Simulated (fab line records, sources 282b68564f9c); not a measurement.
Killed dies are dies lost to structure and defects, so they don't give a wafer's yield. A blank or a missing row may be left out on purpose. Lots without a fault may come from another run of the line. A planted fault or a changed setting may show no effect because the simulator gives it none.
A struck lot beside a sound one | flow rit_cmos | 15 steps out of a route of 202
Sound: wafers L381.1, L381.2, L381.4. Struck: wafers L391.1, L391.4, L391.6. The cause comes at the end.
At each step with rows: each side's tool, then ch and its chambers, then its first start. Under that, the readings that differ: sound wafers | struck wafers | difference of the means | sigmas: that difference in standard deviations of wafers without a fault.
alike: readings whose means differ by less than 2 such deviations, and words and numbers that are the same on both sides. not compared: withheld readings, readings that some wafer has no value for, bounds like >300 that may hide the same value, and numbers for which the record gives no deviation and whose values overlap.
The two part at a step that has a row with sigmas, a row that says differs or no value, or rows on one side only. Numbers that don't overlap but have no deviation are shown without sigmas and don't part them. A reading that every wafer of one side lacks parts them only if that side has two wafers or more.

RIT_FOX2_THK_MEAS_01:
  sound on film_metro-04, day 3 22:56; struck on film_metro-03, day 6 00:51
  alike: FOX2_OXIDE_THK
then, 2 steps without rows for these wafers: RIT_FOX2_CLEAN_02 (cleans in dHF, time 180 s); RIT_FOX2_WET_ETCH_03 (etches Si3N4 in H3PO4, target depth 195 nm, time 2700 s).
RIT_FOX2_THK_MEAS_90:
  sound on film_metro-03, day 3 23:48; struck on film_metro-03, day 6 01:44
  alike: FIELD_OXIDE_LEFT_1_THK
then, 6 steps without rows for these wafers: RIT_NWELL_HMDS_00 (prime time 60 s); RIT_NWELL_COAT_01 (resist thk 1300 nm); RIT_NWELL_SOFTBAKE_02 (time 60 s); RIT_NWELL_EXPOSE_03 (exposes mask M2, target cd 43900 nm); RIT_NWELL_PEB_04; RIT_NWELL_DEVELOP_05 (develop time 68 s).
RIT_NWELL_OVL_MEAS_06:
  sound on overlay-01, day 4 00:52; struck on overlay-02, day 6 02:40
  alike: NWELL_OVL
then, 1 step without rows for these wafers: RIT_NWELL_HARDBAKE_07 (time 120 s).
RIT_NWELL_IMPLANT_08:
  sound on implanter-01 ch 0, day 4 01:10; struck on implanter-01 ch 0, day 6 02:57
  reading                   | sound                | struck               | difference | sigmas
  beam_energy_keV           | 170.04 170.03 170.01 | 151.15 151.17 151.17 | -18.86     | -99 or more
  model.implant.rp_nm (nm)  | 223.2 223.2 223.2    | 188.7 188.7 188.7    | -34.5      |
  model.implant.drp_nm (nm) | 68.82 68.82 68.82    | 63.1 63.1 63.1       | -5.7       |
  alike: dose_ions_cm2
RIT_NWELL_STRIP_09: strips in O2, time 180 s.
  sound on plasma_asher-03 ch 0,1, day 4 01:19; struck on plasma_asher-02 ch 0,1, day 6 03:06
  alike: drypump_motor_current_A
  not compared: rf_hours_counter_h
-- the record jumps here: 2 days lie between the struck wafers' starts before and after (it left off in module NWELL and takes up again in module M1, whose first step shown is number 202 of the route) --
RIT_M1_PROBE_99:
  sound on prober-01, day 5 16:06; struck on prober-01, day 8 11:54
  reading                               | sound                   | struck                  | difference | sigmas
  model.etest.field_p_metal.vt_v (V)    | -30.29 -30.75 -31.19    | -26.52 -26.47 -26.61    | +4.21      |
  model.etest.field_p.vt_v (V)          | -13.28 -13.27 -13.27    | -11.6 -11.47 -11.5      | +1.8       |
  model.etest.pmos_narrow.vt_less_v (V) | 0.02373 0.02408 0.02018 | 0.03112 0.02702 0.02798 | +0.00604   |
  alike: killed_at_contacts, killed_at_front_end, killed_dies, killed_open, killed_short
  not compared: model.etest.iso_nwell_nwell.bv_v

WHERE THEY PART
Only at RIT_NWELL_IMPLANT_08, within this record. Later steps at which nothing parts them and some readings are alike: RIT_NWELL_STRIP_09, RIT_M1_PROBE_99.

WHY: what the simulator had put in
Process parameter drift: implanter-01, from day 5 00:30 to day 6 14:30, at RIT_NWELL_IMPLANT_08. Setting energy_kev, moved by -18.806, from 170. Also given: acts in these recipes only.
